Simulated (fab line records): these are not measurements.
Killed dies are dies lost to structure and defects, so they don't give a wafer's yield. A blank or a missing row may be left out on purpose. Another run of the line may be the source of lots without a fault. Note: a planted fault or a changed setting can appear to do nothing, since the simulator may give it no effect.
fab line records | flow berkeleyCmos170
record: lots: 13 | wafers: 39 | lastDay: 12
route steps=331 shown PLDD@156 SPACER@171 PSD@181 NSD@194
lots that met no fault: taken from a fault-free run of the same line
startH: start of the lot's first displayed wafer, in hours after the record's first day | waitH: hours elapsed since this lot's preceding step | " identical to the entry in the row above | L1.1+2: a single row standing in for several wafers | - value missing, or start not given | * or withheld: withheld | < > ~ a bound
route shown NAME@n: a module of which the file shows steps, and the number in the route of the first | usual: mean and standard deviation over wafers with no fault | same: alike in all rows | chamber/n: place in a boat | sites: the reading at each site | _std_site: standard deviation of those values | _edge_site: outer sites' mean less inner sites' | radiusMm: how far each site lies from the wafer's centre | mask NAME#n: copy n | behind: the most recent tool/chamber to have shaped the wafer | hold: reason for holding the lot/hours on hold/outcome of the hold | device: which transistor (n, p or np) failed to switch | end of line: tests run on the same wafers once the route is complete | for a step that has no rows: nothing shown but its recipe | killed: the dies lost at the first sort to structure and to defects; this is not the yield of the wafer | map: a wafer's dies, x killed, . not, _ none there
set.NAME: setting as actually run; set.NAME@STEP: the setting as run at that earlier step | model.NAME: the simulator's own value behind a step, which no gauge read
steps of the route over a sample of lots; a table a step, a row a wafer
services: when a tool's chamber went out of use (startH, in hours from the record's first day, below 0 if earlier), for how many hours, and the reason
== steps ==
step: UCB170_PLDD_TW_MEAS_11
usual: PLDD_TW: 1016/9.5
lot.wafer | tool         | chamber | startH | waitH | PLDD_TW
L290.2    | filmMetro-01 | -       | 115.13 | 0.1   | 1002
L290.3    | "            | -       | "      | "     | 1006
L290.5    | "            | -       | "      | "     | 1002
L291.3    | filmMetro-01 | -       | 125.42 | 0.1   | 1008
L291.4    | "            | -       | "      | "     | 1013
L291.5    | "            | -       | "      | "     | 1014
L293.1    | filmMetro-01 | -       | 139.55 | 0.1   | 1007
L293.3    | "            | -       | "      | "     | 1008
L293.5    | "            | -       | "      | "     | 1008
L292.2    | filmMetro-01 | -       | 139.83 | 0.1   | 1007
L292.3    | "            | -       | "      | "     | 1011
L292.5    | "            | -       | "      | "     | 1006
L294.1    | filmMetro-01 | -       | 140.05 | 0.1   | 1017
L294.3    | "            | -       | "      | "     | 1005
L294.5    | "            | -       | "      | "     | 1011
L295.1    | filmMetro-04 | -       | 147.88 | 0.1   | 1018
L295.2    | "            | -       | "      | "     | 1028
L295.3    | "            | -       | "      | "     | 1020
L296.2    | filmMetro-01 | -       | 160.10 | 0.1   | 1003
L296.4    | "            | -       | "      | "     | 1011
L296.6    | "            | -       | "      | "     | 1007
L298.1    | filmMetro-01 | -       | 166.70 | 0.1   | 1009
L298.3    | "            | -       | "      | "     | 1005
L298.5    | "            | -       | "      | "     | 1006
L297.1    | filmMetro-01 | -       | 166.99 | 0.1   | 1006
L297.2    | "            | -       | "      | "     | 1008
L297.6    | "            | -       | "      | "     | 1012
L303.2    | filmMetro-01 | -       | 208.04 | 0.1   | 1006
L303.3    | "            | -       | "      | "     | 1007
L303.4    | "            | -       | "      | "     | 1002
L307.1    | filmMetro-03 | -       | 212.46 | 0.1   | 1026
L307.4    | "            | -       | "      | "     | 1022
L307.6    | "            | -       | "      | "     | 1026
L310.1    | filmMetro-04 | -       | 238.28 | 0.1   | 1031
L310.2    | "            | -       | "      | "     | 1029
L310.3    | "            | -       | "      | "     | 1028
L312.3    | filmMetro-01 | -       | 239.15 | 0.1   | 1010
L312.4    | "            | -       | "      | "     | 1006
L312.5    | "            | -       | "      | "     | 1006
step: UCB170_SPACER_CVD_00
recipe: material: SiO2 | targetThkNm: 376 | tempC: 390 | precursor: TEOS/O2 | timeS: 47 | rfW: 550 | pressureMtorr: 9000
usual: heaterPowerW: 255/51 | rfFwdPowerW: 545.1/1.7
lot.wafer | tool     | chamber | startH | waitH | heaterPowerW | rfFwdPowerW
L290.2    | pecvd-03 | 1       | 117.61 | 0.0   | 146          | 545.1
L290.3    | "        | 0       | "      | "     | 258          | 544.8
L290.5    | "        | 1       | "      | "     | 165          | 545.6
L291.3    | pecvd-04 | 2       | 127.31 | 0.0   | 243          | 545.6
L291.4    | "        | 0       | "      | "     | 278          | 544.9
L291.5    | "        | 1       | "      | "     | 257          | 548.4
L293.1    | pecvd-04 | 0       | 141.89 | 0.0   | 251          | 545.9
L293.3    | "        | 2       | "      | "     | 240          | 546.9
L293.5    | "        | 0       | "      | "     | 264          | 544.0
L292.2    | pecvd-03 | 0       | 142.13 | 0.0   | 220          | 545.5
L292.3    | "        | 1       | "      | "     | 151          | 542.2
L292.5    | "        | 2       | "      | "     | 343          | 540.2
L294.1    | pecvd-04 | 2       | 142.45 | 0.0   | 218          | 542.4
L294.3    | "        | 1       | "      | "     | 243          | 544.8
L294.5    | "        | 2       | "      | "     | 227          | 546.7
L295.1    | pecvd-02 | 0       | 150.11 | 0.0   | 308          | 547.5
L295.2    | "        | 1       | "      | "     | 231          | 545.3
L295.3    | "        | 2       | "      | "     | 352          | 547.4
L296.2    | pecvd-02 | 2       | 161.98 | 0.0   | 368          | 546.6
L296.4    | "        | 1       | "      | "     | 218          | 547.7
L296.6    | "        | 2       | "      | "     | 365          | 544.1
L298.1    | pecvd-02 | 2       | 168.88 | 0.0   | 306          | 544.2
L298.3    | "        | 1       | "      | "     | 245          | 545.0
L298.5    | "        | 1       | "      | "     | 247          | 546.8
L297.1    | pecvd-03 | 1       | 171.89 | 0.0   | 162          | 545.6
L297.2    | "        | 2       | "      | "     | 319          | 545.3
L297.6    | "        | 2       | "      | "     | 335          | 542.5
L303.2    | pecvd-04 | 1       | 210.72 | 0.0   | 214          | 545.9
L303.3    | "        | 2       | "      | "     | 254          | 541.6
L303.4    | "        | 0       | "      | "     | 201          | 765.8
L307.1    | pecvd-03 | 1       | 214.86 | 0.0   | 201          | 545.2
L307.4    | "        | 2       | "      | "     | 338          | 542.7
L307.6    | "        | 1       | "      | "     | 212          | 545.0
L310.1    | pecvd-02 | 2       | 240.52 | 0.0   | 296          | 545.6
L310.2    | "        | 1       | "      | "     | 223          | 546.2
L310.3    | "        | 0       | "      | "     | 238          | 546.6
L312.3    | pecvd-02 | 1       | 241.40 | 0.0   | 250          | 545.7
L312.4    | "        | 1       | "      | "     | 248          | 544.0
L312.5    | "        | 0       | "      | "     | 290          | 544.0
step: UCB170_SPACER_THK_MEAS_01
recipe: reads: SiO2_of_SPACER_CVD_00
usual: SPACER_TEOS_THK: 376/4.4
lot.wafer | tool         | chamber | startH | waitH | SPACER_TEOS_THK[nm]
L290.2    | filmMetro-04 | -       | 117.66 | 0.0   | 372
L290.3    | "            | -       | "      | "     | 371
L290.5    | "            | -       | "      | "     | 376
L291.3    | filmMetro-02 | -       | 127.37 | 0.0   | 374
L291.4    | "            | -       | "      | "     | 375
L291.5    | "            | -       | "      | "     | 379
L293.1    | filmMetro-04 | -       | 141.93 | 0.0   | 370
L293.3    | "            | -       | "      | "     | 371
L293.5    | "            | -       | "      | "     | 376
L292.2    | filmMetro-03 | -       | 142.18 | 0.0   | 371
L292.3    | "            | -       | "      | "     | 370
L292.5    | "            | -       | "      | "     | 377
L294.1    | filmMetro-04 | -       | 142.50 | 0.0   | 372
L294.3    | "            | -       | "      | "     | 369
L294.5    | "            | -       | "      | "     | 380
L295.1    | filmMetro-02 | -       | 150.15 | 0.0   | 376
L295.2    | "            | -       | "      | "     | 375
L295.3    | "            | -       | "      | "     | 371
L296.2    | filmMetro-02 | -       | 162.03 | 0.0   | 372
L296.4    | "            | -       | "      | "     | 384
L296.6    | "            | -       | "      | "     | 379
L298.1    | filmMetro-02 | -       | 168.95 | 0.0   | 368
L298.3    | "            | -       | "      | "     | 382
L298.5    | "            | -       | "      | "     | 380
L297.1    | filmMetro-02 | -       | 171.93 | 0.0   | 372
L297.2    | "            | -       | "      | "     | 372
L297.6    | "            | -       | "      | "     | 377
L303.2    | filmMetro-02 | -       | 210.77 | 0.0   | 378
L303.3    | "            | -       | "      | "     | 382
L303.4    | "            | -       | "      | "     | 420
L307.1    | filmMetro-02 | -       | 214.90 | 0.0   | 375
L307.4    | "            | -       | "      | "     | 382
L307.6    | "            | -       | "      | "     | 382
L310.1    | filmMetro-03 | -       | 240.56 | 0.0   | 375
L310.2    | "            | -       | "      | "     | 379
L310.3    | "            | -       | "      | "     | 378
L312.3    | filmMetro-02 | -       | 241.46 | 0.0   | 370
L312.4    | "            | -       | "      | "     | 379
L312.5    | "            | -       | "      | "     | 376
step: UCB170_SPACER_ETCHBACK_03
recipe: stopOn: Si | target: SiO2 | chemistry: CHF3/CF4/Ar | CHF3_flow_sccm: 50 | cf4FlowSccm: 10 | Ar_flow_sccm: 120 | pressureMtorr: 200 | rfW: 500 | targetDepthA: 3760 | timeS: 100
usual: cf4FlowSccm: 10.001/0.029 | drypumpMotorCurrentA: 5.56/0.25 | mfcArSccm: 120.0/0.36 | oesProductAu: 0.900/0.016 | throttleValvePct: 6.50/0.12
lot.wafer | tool       | chamber | startH | waitH | cf4FlowSccm | drypumpMotorCurrentA | mfcArSccm | oesProductAu | rfHoursCounterH | throttleValvePct
L290.2    | rieDiel-02 | 0       | 121.55 | 0.0   | 10.045      | 5.48                 | 120.1     | 0.916        | 73              | 6.63
L290.3    | "          | 1       | "      | "     | 10.055      | 5.64                 | 119.7     | 0.896        | 3               | 6.57
L290.5    | "          | 3       | "      | "     | 9.963       | 5.75                 | 119.9     | 0.897        | -               | 6.28
L291.3    | rieDiel-03 | 2       | 133.55 | 0.0   | 10.047      | 5.23                 | 119.3     | 0.888        | 154             | 6.60
L291.4    | "          | 1       | "      | "     | 9.962       | 5.89                 | 119.7     | 0.897        | 7               | 6.32
L291.5    | "          | 1       | "      | "     | 10.015      | 5.89                 | 120.2     | 0.906        | -               | 6.32
L292.2    | rieDiel-03 | 3       | 145.72 | 0.0   | 10.001      | 5.64                 | 119.6     | 0.894        | 102             | 6.53
L292.3    | "          | 0       | "      | "     | 10.001      | 5.26                 | 120.1     | 0.882        | 105             | 6.36
L292.5    | "          | 0       | "      | "     | 9.983       | 5.27                 | 120.6     | 0.896        | -               | 6.36
L293.1    | rieDiel-04 | 0       | 145.72 | 0.0   | 9.989       | 5.56                 | 120.4     | 0.885        | 18              | 6.49
L293.3    | "          | 1       | "      | "     | 10.041      | 5.63                 | 120.5     | 0.869        | 133             | 6.64
L293.5    | "          | 1       | "      | "     | 10.022      | 5.61                 | 120.5     | 0.886        | -               | 6.65
L294.1    | rieDiel-02 | 0       | 145.72 | 0.0   | 10.041      | 5.48                 | 120.1     | 0.919        | 75              | 6.64
L294.3    | "          | 1       | "      | "     | 9.995       | 5.63                 | 120.0     | 0.902        | 4               | 6.55
L294.5    | "          | 1       | "      | "     | 10.050      | 5.65                 | 120.0     | 0.910        | -               | 6.57
L295.1    | rieDiel-04 | 2       | 155.90 | 0.0   | 10.000      | 5.85                 | 120.1     | 0.876        | 65              | 6.59
L295.2    | "          | 3       | "      | "     | 10.041      | 5.81                 | 120.6     | 0.884        | 8               | 6.52
L295.3    | "          | 0       | "      | "     | 10.006      | 5.58                 | 120.2     | 0.887        | 19              | 6.50
L296.2    | rieDiel-04 | 3       | 167.53 | 0.0   | 10.036      | 5.79                 | 120.0     | 0.883        | 8               | 6.50
L296.4    | "          | 1       | "      | "     | 9.996       | 5.59                 | 120.4     | 0.889        | 134             | 6.65
L296.6    | "          | 2       | "      | "     | 10.003      | 5.86                 | 119.8     | 0.890        | -               | 6.60
L298.1    | rieDiel-02 | 2       | 173.36 | 0.0   | 10.000      | 5.06                 | 120.1     | 0.901        | 65              | 6.39
L298.3    | "          | 1       | "      | "     | 9.976       | 5.60                 | 120.0     | 0.909        | 5               | 6.55
L298.5    | "          | 1       | "      | "     | 9.978       | 5.63                 | 119.4     | 0.919        | -               | 6.55
L297.1    | rieDiel-04 | 2       | 177.04 | 0.0   | 9.998       | 5.87                 | 120.2     | 0.876        | 66              | 6.59
L297.2    | "          | 1       | "      | "     | 10.026      | 5.60                 | 119.5     | 0.876        | 134             | 6.65
L297.6    | "          | 1       | "      | "     | 9.988       | 5.59                 | 120.1     | 0.893        | -               | 6.65
L303.2    | rieDiel-02 | 1       | 216.32 | 0.0   | 10.004      | 5.62                 | 120.7     | 0.912        | 7               | 6.53
L303.3    | "          | 0       | "      | "     | 10.004      | 5.41                 | 120.3     | 0.931        | 78              | 6.64
L303.4    | "          | 2       | "      | "     | 9.979       | 5.07                 | 119.7     | 0.986        | -               | 6.42
L307.1    | rieDiel-03 | 3       | 217.96 | 0.0   | 9.997       | 5.65                 | 119.5     | 0.901        | 105             | 6.52
L307.4    | "          | 2       | "      | "     | 9.978       | 5.26                 | 119.8     | 0.914        | 2               | 6.60
L307.6    | "          | 1       | "      | "     | 10.039      | 5.88                 | 119.9     | 0.911        | -               | 6.31
L310.1    | rieDiel-02 | 2       | 244.15 | 0.0   | 10.046      | 5.07                 | 120.2     | 0.913        | 69              | 6.41
L310.2    | "          | 0       | "      | "     | 10.044      | 5.46                 | 119.7     | 0.927        | 79              | 6.62
L310.3    | "          | 3       | "      | "     | 10.027      | 5.79                 | 120.3     | 0.892        | 13              | 6.26
L312.3    | rieDiel-04 | 3       | 244.22 | 0.1   | 9.979       | 5.82                 | 119.5     | 0.884        | 12              | 6.52
L312.4    | "          | 2       | "      | "     | 10.073      | 5.86                 | 120.0     | 0.884        | 69              | 6.59
L312.5    | "          | 1       | "      | "     | 10.012      | 5.61                 | 120.2     | 0.884        | -               | 6.63
step: UCB170_PSD_CD_MEAS_06
recipe: targetCdNm: 1200
usual: cdNm: 1199.5/1.3
lot.wafer | tool     | chamber | startH | waitH | cdNm
L290.2    | cdSem-01 | -       | 122.65 | -     | 1196.6
L290.3    | "        | -       | "      | "     | 1196.0
L290.5    | "        | -       | "      | "     | 1197.2
L291.3    | cdSem-01 | -       | 134.69 | -     | 1200.9
L291.4    | "        | -       | "      | "     | 1199.6
L291.5    | "        | -       | "      | "     | 1199.1
L293.1    | cdSem-01 | -       | 146.97 | -     | 1199.0
L293.3    | "        | -       | "      | "     | 1198.7
L293.5    | "        | -       | "      | "     | 1198.5
L294.1    | cdSem-02 | -       | 147.04 | -     | 1201.3
L294.3    | "        | -       | "      | "     | 1201.3
L294.5    | "        | -       | "      | "     | 1202.0
L292.2    | cdSem-01 | -       | 147.14 | -     | 1199.7
L292.3    | "        | -       | "      | "     | 1200.4
L292.5    | "        | -       | "      | "     | 1199.7
L295.1    | cdSem-01 | -       | 156.86 | -     | 1200.0
L295.2    | "        | -       | "      | "     | 1199.5
L295.3    | "        | -       | "      | "     | 1197.9
L296.2    | cdSem-02 | -       | 168.95 | -     | 1201.5
L296.4    | "        | -       | "      | "     | 1199.0
L296.6    | "        | -       | "      | "     | 1199.9
L298.1    | cdSem-02 | -       | 174.31 | -     | 1198.8
L298.3    | "        | -       | "      | "     | 1198.1
L298.5    | "        | -       | "      | "     | 1198.1
L297.1    | cdSem-01 | -       | 178.14 | -     | 1200.2
L297.2    | "        | -       | "      | "     | 1201.6
L297.6    | "        | -       | "      | "     | 1201.6
L303.2    | cdSem-01 | -       | 217.83 | -     | 1199.9
L303.3    | "        | -       | "      | "     | 1199.2
L303.4    | "        | -       | "      | "     | 1199.3
L307.1    | cdSem-02 | -       | 219.09 | -     | 1201.6
L307.4    | "        | -       | "      | "     | 1201.4
L307.6    | "        | -       | "      | "     | 1201.7
L310.1    | cdSem-01 | -       | 245.40 | -     | 1200.1
L310.2    | "        | -       | "      | "     | 1200.1
L310.3    | "        | -       | "      | "     | 1200.2
L312.3    | cdSem-02 | -       | 246.44 | -     | 1199.3
L312.4    | "        | -       | "      | "     | 1198.6
L312.5    | "        | -       | "      | "     | 1197.7
step: UCB170_NSD_OVL_MEAS_07
usual: NSD_OVL: 1/6.1
lot.wafer | tool       | chamber | startH | waitH | NSD_OVL[nm]
L290.2    | overlay-01 | -       | 124.53 | 0.1   | 13
L290.3    | "          | -       | "      | "     | 16
L290.5    | "          | -       | "      | "     | 12
L291.3    | overlay-01 | -       | 137.53 | 0.1   | -3
L291.4    | "          | -       | "      | "     | -7
L291.5    | "          | -       | "      | "     | -5
L293.1    | overlay-01 | -       | 148.57 | 0.1   | -3
L293.3    | "          | -       | "      | "     | -1
L293.5    | "          | -       | "      | "     | 1
L294.1    | overlay-01 | -       | 149.23 | 0.1   | -5
L294.3    | "          | -       | "      | "     | -3
L294.5    | "          | -       | "      | "     | -2
L292.2    | overlay-01 | -       | 149.27 | 0.1   | -7
L292.3    | "          | -       | "      | "     | -1
L292.5    | "          | -       | "      | "     | 0
L295.1    | overlay-01 | -       | 160.04 | 0.1   | 8
L295.2    | "          | -       | "      | "     | 14
L295.3    | "          | -       | "      | "     | 17
L296.2    | overlay-02 | -       | 173.19 | 0.1   | -5
L296.4    | "          | -       | "      | "     | -2
L296.6    | "          | -       | "      | "     | -4
L298.1    | overlay-01 | -       | 176.35 | 0.1   | 2
L298.3    | "          | -       | "      | "     | 3
L298.5    | "          | -       | "      | "     | 1
L297.1    | overlay-01 | -       | 181.48 | 0.1   | -2
L297.2    | "          | -       | "      | "     | -4
L297.6    | "          | -       | "      | "     | -3
L303.2    | overlay-02 | -       | 221.99 | 0.1   | 8
L303.3    | "          | -       | "      | "     | 1
L303.4    | "          | -       | "      | "     | 5
L307.1    | overlay-01 | -       | 222.81 | 0.1   | 1
L307.4    | "          | -       | "      | "     | -5
L307.6    | "          | -       | "      | "     | -3
L310.1    | overlay-02 | -       | 247.97 | 0.1   | -4
L310.2    | "          | -       | "      | "     | 1
L310.3    | "          | -       | "      | "     | 6
L312.3    | overlay-02 | -       | 248.83 | 0.1   | 11
L312.4    | "          | -       | "      | "     | 5
L312.5    | "          | -       | "      | "     | 8
== services ==
tool       | chamber | startH | hours | kind
rieDiel-04 | 2       | 95.52  | 4.8   | repair
pecvd-02   | -       | 103.34 | 1.5   | repair
rieDiel-04 | 1       | 105.22 | 2.9   | repair
rieDiel-02 | 0       | 113.63 | 4.7   | repair
rieDiel-04 | -       | 114.44 | 0.8   | repair
rieDiel-02 | 3       | 115.85 | 3.2   | repair
rieDiel-03 | 3       | 123.13 | 4.3   | repair
rieDiel-04 | 1       | 131.45 | 6.1   | repair
pecvd-02   | -       | 135.50 | 14.0  | pm
pecvd-02   | 0       | 135.50 | 14.0  | ventCycle
pecvd-02   | 1       | 135.50 | 14.0  | ventCycle
pecvd-03   | 0       | 145.26 | 4.6   | repair
rieDiel-03 | 1       | 153.07 | 10.0  | repair
rieDiel-02 | 3       | 154.08 | 1.4   | repair
rieDiel-04 | 3       | 158.59 | 4.3   | repair
pecvd-02   | 0       | 162.10 | 16.5  | repair
pecvd-02   | -       | 177.55 | 1.5   | repair
rieDiel-02 | 2       | 178.29 | 4.7   | repair
pecvd-04   | 1       | 181.66 | 6.1   | repair
pecvd-02   | -       | 200.75 | 14.6  | pm
pecvd-03   | -       | 203.72 | 0.6   | repair
rieDiel-02 | 3       | 216.03 | 5.9   | repair
rieDiel-03 | -       | 228.66 | 0.5   | repair
rieDiel-03 | -       | 241.48 | 15.6  | pm
== key ==
firstSign: step: UCB170_SPACER_CVD_00 | reading: rfFwdPowerW | direction: up | sigmas: 99+ | usual: 545.1 | struck: 765.8
effect: step: UCB170_SPACER_THK_MEAS_01 | reading: SPACER_TEOS_THK | direction: up | sigmas: 10 | usual: 376 | struck: 420
effect: step: UCB170_SPACER_ETCHBACK_03 | reading: oesProductAu | direction: up | sigmas: 5.3 | usual: 0.900 | struck: 0.986
metAt UCB170_SPACER_CVD_00
struckLots L303
struckWafers L303.4
sortLeftOut L303.4
testerLeftOut L303
notActingAt UCB170_PLDD_TW_MEAS_11,UCB170_PSD_CD_MEAS_06,UCB170_NSD_OVL_MEAS_07
onsetBetween 141.89 210.72
fault: kind: processParameterDrift | tool: pecvd-04 | chamber: 0 | onsetH: 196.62 | steps: UCB170_SPACER_CVD_00 | channel: rfW | offset: 220 | shape: step | endH: 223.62 | actsIn: theseRecipesOnly | stated: 550
testerLeftOut: of these lots the tester's yield and bins aren't shown, on N5 and GAA mostly nor the transistor test; their killed dies are dies lost to structure and defects alone, not to doping, threshold or leakage, so they don't give the yield
sortLeftOut: the simulated sort isn't trusted on such a fault, so these wafers' sort isn't shown, and their yield isn't known
